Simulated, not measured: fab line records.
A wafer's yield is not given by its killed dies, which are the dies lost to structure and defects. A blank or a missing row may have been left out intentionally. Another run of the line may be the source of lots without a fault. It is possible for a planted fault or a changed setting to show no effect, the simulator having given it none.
A struck lot beside a sound one ; flow berkeley-cmos170 ; 14 steps out of a route of 331
Sound: these wafers, L616.3, L616.4, L616.6. Struck: wafers L614.1, L614.4, L614.5. At the end, the cause is stated.
Order at every step that has rows: each side's tool, ch and its chambers, its first start. Under that, the readings that differ: sound wafers ; struck wafers ; difference of the means ; sigmas: that difference in standard deviations of wafers without a fault.
alike: readings with means less than 2 such deviations apart, plus words and numbers identical on both sides. not compared: withheld readings, readings lacking a value on some wafer, bounds such as >300 that could conceal the same value, and numbers that have no deviation in the record and whose values overlap.
The two part at a step that has a row with sigmas, a row that says differs or no value, or rows on one side only. When numbers do not overlap yet have no deviation, they are printed without sigmas and do not part them. Lack of a reading on every wafer of one side parts them only where that side has two or more wafers.

first, 3 steps without rows for these wafers: UCB170_PSD_EXPOSE_03 (exposes mask PSELECT MOD, target cd 1200 nm); UCB170_PSD_PEB_04; UCB170_PSD_DEVELOP_05 (develop time 45 s).
UCB170_PSD_CD_MEAS_06: the cd target is 1200 nm.
  sound on cd-sem-01, day 9 03:47; struck on cd-sem-01, day 8 04:13
reading;sound;struck;difference;sigmas
cd-nm (nm);1202.9 1202.9 1202.3;1199.1 1199.0 1200.2;-3.3;-2
UCB170_PSD_OVL_MEAS_07:
  sound on overlay-01, day 9 03:52; struck on overlay-02, day 8 04:20
  alike: PSD_OVL
following that, these wafers have no rows for 1 step: UCB170_PSD_IMPLANT_08.
UCB170_PSD_STRIP_09: strips in O2.
  sound on plasma-asher-04 ch 0,1, day 9 04:05; struck on plasma-asher-04 ch 0,1, day 8 04:32
  alike: drypump-motor-current-A, oes-product-au, strip-time-to-endpoint-s
  not compared: rf-hours-counter-h
UCB170_PSD_TW_MEAS_10:
  sound on film-metro-01, day 9 04:10; struck on film-metro-01, day 8 04:38
  alike: PSD_TW
then, 4 steps without rows for these wafers: UCB170_PSD_CLEAN_11 (cleans in SPM, time 600 s); UCB170_NSD_HMDS_00 (prime time 60 s); UCB170_NSD_COAT_01 (resist thk 900 nm); UCB170_NSD_SOFTBAKE_02 (time 60 s).
UCB170_NSD_EXPOSE_03: exposes mask NSELECT MOD, target cd 1200 nm.
  sound on krf-scanner-01 ch 0, day 9 04:59; struck on krf-scanner-01, day 8 05:41
  no value came back on the struck wafers for exposure-dose-mJ-cm2, focus-offset-nm (nm); on the sound wafers exposure-dose-mJ-cm2 reads 29.98 30.00 29.98
  alike: mask
following that, these wafers have no rows for 1 step: UCB170_NSD_PEB_04.

== WHERE THEY PART ==
Last at UCB170_NSD_EXPOSE_03 as far as this record goes, first at UCB170_PSD_CD_MEAS_06.

WHY: what the simulator had put in
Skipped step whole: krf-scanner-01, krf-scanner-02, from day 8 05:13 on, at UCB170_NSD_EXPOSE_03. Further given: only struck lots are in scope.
